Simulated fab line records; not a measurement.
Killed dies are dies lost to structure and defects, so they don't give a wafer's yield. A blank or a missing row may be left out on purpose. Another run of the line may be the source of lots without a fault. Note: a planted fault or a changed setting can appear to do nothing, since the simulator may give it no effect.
A single fault, viewed from 2 desks	flow berkeley_cmos170	only its own numbers are on each desk; what lay behind them is given at the end

== TOOL OWNER'S DESK, implanter-04 ==
The tool's own readings at UCB170_PWELL_IMPLANT_15, given as means over the sampled wafers that have a number, one for each lot that went through this tool. A lot is out of limits, marked OUT, if its mean lies more than 4 standard deviations from the usual mean; the brackets give that distance.
Columns: A = beam_on_s at UCB170_PWELL_IMPLANT_15, usual 10.01 s; B = dose_ions_cm2 at UCB170_PWELL_IMPLANT_15, usual 5e+12
lot	first seen here	A	B
L718	day 3 10:39	10.08	5e+12
L727	day 5 07:55	9.87	5e+12
L728	day 5 08:08	9.90	5e+12
This desk found nothing out of limits on any of the 3 lots.

== AT THE METROLOGY DESK ==
What the gauges read for every lot (on any tool): the sampled wafers with a number, averaged. A lot is out of limits, marked OUT, if its mean lies more than 4 standard deviations from the usual mean; the brackets give that distance. Readings shown: 7 of its 10, picked as those furthest out on some lot.
Columns: A = PWELL_OXIDE_THK at UCB170_PWELL_THK_MEAS_03, usual 26.4 nm; B = PWELL_OVL at UCB170_PWELL_OVL_MEAS_13, usual 5 nm; C = PWELL_TW at UCB170_PWELL_TW_MEAS_17, usual 380; D = ACTIVE_OXIDE_THK at UCB170_ACTIVE_THK_MEAS_03, usual 26.4 nm; E = ACTIVE_NITRIDE_THK at UCB170_ACTIVE_THK_MEAS_06, usual 220.4 nm; F = cd_nm at UCB170_ACTIVE_CD_MEAS_13, usual 1200.0 nm; G = cd_nm at UCB170_ACTIVE_CD_MEAS_90, usual 1200.0 nm
lot	first seen here	A	B	C	D	E	F	G
L719	day 3 02:05	26.2	5	374	26.9	222.8	1198.5	1198.4
L718	day 3 02:08	26.4	2	377	26.8	218.4	1199.5	1199.8
L729	day 4 23:36	26.9	6	379	26.7	216.7	1202.3	1202.4
L727	day 4 23:37	27.2	14	378	26.6	219.5	1201.1	1201.2
L728	day 4 23:37	26.2	6	381	26.2	222.8	1199.0	1199.4
L732	day 6 00:23	26.0	12	382	27.5	221.0	1200.9	1201.0
This desk found nothing out of limits on any of the 6 lots.

== ALL TOGETHER ==
The desk of the tool owner found nothing out of limits.
Metrology desk: nothing out of limits seen.

== WHAT HAD BEEN PUT IN BY THE SIMULATOR ==
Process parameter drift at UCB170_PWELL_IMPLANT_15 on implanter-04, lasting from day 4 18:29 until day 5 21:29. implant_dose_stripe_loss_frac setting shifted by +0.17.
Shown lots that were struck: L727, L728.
